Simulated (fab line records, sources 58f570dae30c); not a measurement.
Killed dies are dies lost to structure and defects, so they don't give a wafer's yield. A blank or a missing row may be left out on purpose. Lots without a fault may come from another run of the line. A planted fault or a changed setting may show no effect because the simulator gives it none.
Problem report in the 8D (eight disciplines) form, filled by code | flow berkeley_cmos170 | the parts of the form that need people (team, actions taken, sign-off) are left out

1. THE PROBLEM
START_OXIDE_THK at UCB170_START_THK_MEAS_03 reads a mean of 25.7 nm on 6 wafers of 2 lots; wafers without a fault read 19.9 nm with a standard deviation of 0.4. That is +14 standard deviations from the usual mean.
First seen on wafer L618.1, day 3 04:44, on film_metro-04. The record holds 33 wafers of 11 lots with a number at this step. Rule for "out", or "out of limits": more than 4 standard deviations from the usual mean. The other wafers with a number count as sound.

2. WHAT IT IS AND WHAT IT IS NOT
question                    | is                           | is not
which readings at this step | START_OXIDE_THK              | -
which lots                  | L617, L618                   | L610, L611, L612, L613, L614, L625, L626, L627, L633
which wafers of those lots  | all that have a number       | -
read on which gauges        | film_metro-03, film_metro-04 | film_metro-01
when                        | from day 3 04:44             | up to then (15 sound wafers); but 12 sound wafers of L625, L626, L627, L633 came after

3. SUSPECTS, AND WHAT RULES EACH OUT
Counting: a tool at a process step up to the reading stays a suspect if it ran every lot that is out and no sound lot after the first of them.
- the gauge at UCB170_START_THK_MEAS_03: ruled out. The wafers that are out were read on 2 gauges (film_metro-03, film_metro-04).
- furnace-04 at UCB170_START_OXIDATION_02 (target thk 20 nm, ox time 1800 s): kept. It ran every lot that is out, first L617 (day 3 03:14), and no sound lot after that; its last sound lot up to then is L614 (day 2 09:32).
Left after counting: furnace-04 at UCB170_START_OXIDATION_02.

4. THE CAUSE (what the simulator had put in)
Process parameter drift: furnace-04, from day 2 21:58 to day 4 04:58, at UCB170_START_OXIDATION_02. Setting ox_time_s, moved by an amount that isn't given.
Counting left only this tool.

5. THE CHAIN OF EFFECTS, in route order
Each row: a reading whose mean over the struck wafers that have a number lies more than 3 standard deviations from the usual. Only readings for which the record gives a usual standard deviation are gone through. hours: the time from each lot's start at the first step in this table that gives one to its start at this step, as a median over the lots. sigmas: the change in usual standard deviations.
hours | step                     | reading         | usual   | on struck wafers | change | sigmas
0     | UCB170_START_THK_MEAS_03 | START_OXIDE_THK | 19.9 nm | 25.7             | +5.8   | +14
Later measuring or inspecting steps at which every struck wafer that the step has a row for has a number for every such reading, and none has moved that far: UCB170_ACTIVE_CD_MEAS_13, UCB170_PFIELD_OVL_MEAS_06.

6. WHAT WOULD HAVE CAUGHT IT SOONER
In this record the first reading out of limits at a measuring or inspecting step was taken at day 3 04:44, 7 hours after the fault began at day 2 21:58.
Of the tool readings at UCB170_START_OXIDATION_02 for which the record gives a usual standard deviation, none was out on any struck wafer, so an alarm limit of 4 standard deviations on them would not have fired.
All the lots that are out (2) had begun UCB170_START_OXIDATION_02 on furnace-04 by day 3 04:44. A hold on the tool at that time would have spared none of them.
